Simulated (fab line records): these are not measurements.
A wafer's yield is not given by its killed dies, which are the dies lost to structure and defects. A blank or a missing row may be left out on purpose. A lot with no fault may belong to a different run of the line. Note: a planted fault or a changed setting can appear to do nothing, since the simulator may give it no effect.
Struck lot and sound lot, side by side -- flow ritCmos -- 19 steps out of a route of 202
Sound: the wafers L272.3, L272.4, L272.5. Struck: wafers L280.1, L280.5, L280.6. Last of all comes the cause.
At each step with rows: each side's tool, then ch and its chambers, then its first start. Under that, the readings that differ: sound wafers -- struck wafers -- difference of the means -- sigmas: that difference in standard deviations of wafers without a fault.
alike: same words and numbers on both sides, and readings whose means sit less than 2 such deviations apart. not compared: any withheld reading, any reading some wafer has no value for, any bound like >300 that may hide the same value, and any number with overlapping values for which the record gives no deviation.
The two part at a step that has a row with sigmas, a row that says differs or no value, or rows on one side only. Non-overlapping numbers with no deviation appear without sigmas and do not part them. A reading missing from all wafers of one side parts the sides only when that side holds two or more wafers.

first, 3 steps without rows for these wafers: RIT_GATE_CLEAN_02 (cleans in dHF, time 30 s); RIT_GATE_CLEAN_03 (cleans in SC2, time 600 s); RIT_GATE_CLEAN_04 (cleans in dHF, time 60 s).
RIT_FOX2_THK_MEAS_91:
  sound on filmMetro-01, day 5 10:53; struck on filmMetro-03, day 6 20:02
  alike: FIELD_OXIDE_LEFT_2_THK
then, 2 steps without rows for these wafers: RIT_GATE_OXIDATION_05 (target thk 3 nm, ox time 270 s); RIT_GATE_ANNEAL_06 (time 600 s).
RIT_GATE_THK_MEAS_07:
  sound on filmMetro-02, day 5 17:16; struck on filmMetro-01, day 6 22:51
reading,sound,struck,difference,sigmas
GATE_OXIDE_THK (nm),3.14 3.11 3.07,2.96 2.94 3.02,-0.13,-2
then, 1 step without rows for these wafers: RIT_GATE_CVD_08 (deposits poly-Si from SiH4, target thk 250 nm, time 2220 s).
RIT_GATE_THK_MEAS_09:
  sound on filmMetro-01, day 5 18:56; struck on filmMetro-01, day 7 02:37
  alike: GATE_POLY_THK
then, 3 steps without rows for these wafers: RIT_GATE_HMDS_10 (prime time 60 s); RIT_GATE_COAT_11 (resist thk 850 nm); RIT_GATE_SOFTBAKE_12 (time 60 s).
RIT_GATE_EXPOSE_13: exposes mask M6, target cd 150 nm.
  sound on ilineStepper-01 ch 0, day 5 19:28; struck on ilineStepper-01 ch 0, day 7 03:16
reading,sound,struck,difference,sigmas
model.GATE.overlayXNm (nm),0.4092 0.4092 0.4092,-150.6 -150.6 -150.6,-151.0,
  alike: mask
then, 2 steps without rows for these wafers: RIT_GATE_PEB_14; RIT_GATE_DEVELOP_15 (develop time 52.04 s).
RIT_GATE_CD_MEAS_16: target cd 150 nm.
  sound on cdSem-01, day 5 19:52; struck on cdSem-02, day 7 03:40
  alike: cdNm
RIT_GATE_OVL_MEAS_17:
  sound on overlay-01, day 5 19:57; struck on overlay-01, day 7 03:47
reading,sound,struck,difference,sigmas
GATE_OVL (nm),2.8 0.0 1.4,-150.0 -150.1 -148.5,-150.9,-99 or more
then, 1 step without rows for these wafers: RIT_GATE_HARDBAKE_18 (time 60 s).
RIT_M1_PROBE_99:
  sound on prober-02, day 6 22:31; struck on prober-02, day 8 01:44
reading,sound,struck,difference,sigmas
killedAtContacts,0 1 1,0 0 0,-1,-2
model.etest.nldd.widthNm (nm),3207 3193 3186,3131 3118 3109,-76,
model.etest.pldd.widthNm (nm),3197 3205 3184,3118 3128 3118,-74,
model.etest.selectEdgeDiodeN.leakLog10A (angstrom),-9.891 -9.979 -9.916,-4.756 -5.626 -5.024,+4.793,
model.etest.selectEdgeDiodeP.leakLog10A (angstrom),-10.43 -10.16 -10.49,-5.478 -6.205 -5.811,+4.529,
model.etest.gateEndArray.leakLog10AUm,-12.93 -12.94 -12.88,-11.71 -11.55 -11.54,+1.32,
  alike: killedAtFrontEnd, killedDies, killedOpen, killedShort

## WHERE THEY PART
At RIT_GATE_THK_MEAS_07 first; at RIT_M1_PROBE_99 last (within this record only).

WHY: what the simulator had put in
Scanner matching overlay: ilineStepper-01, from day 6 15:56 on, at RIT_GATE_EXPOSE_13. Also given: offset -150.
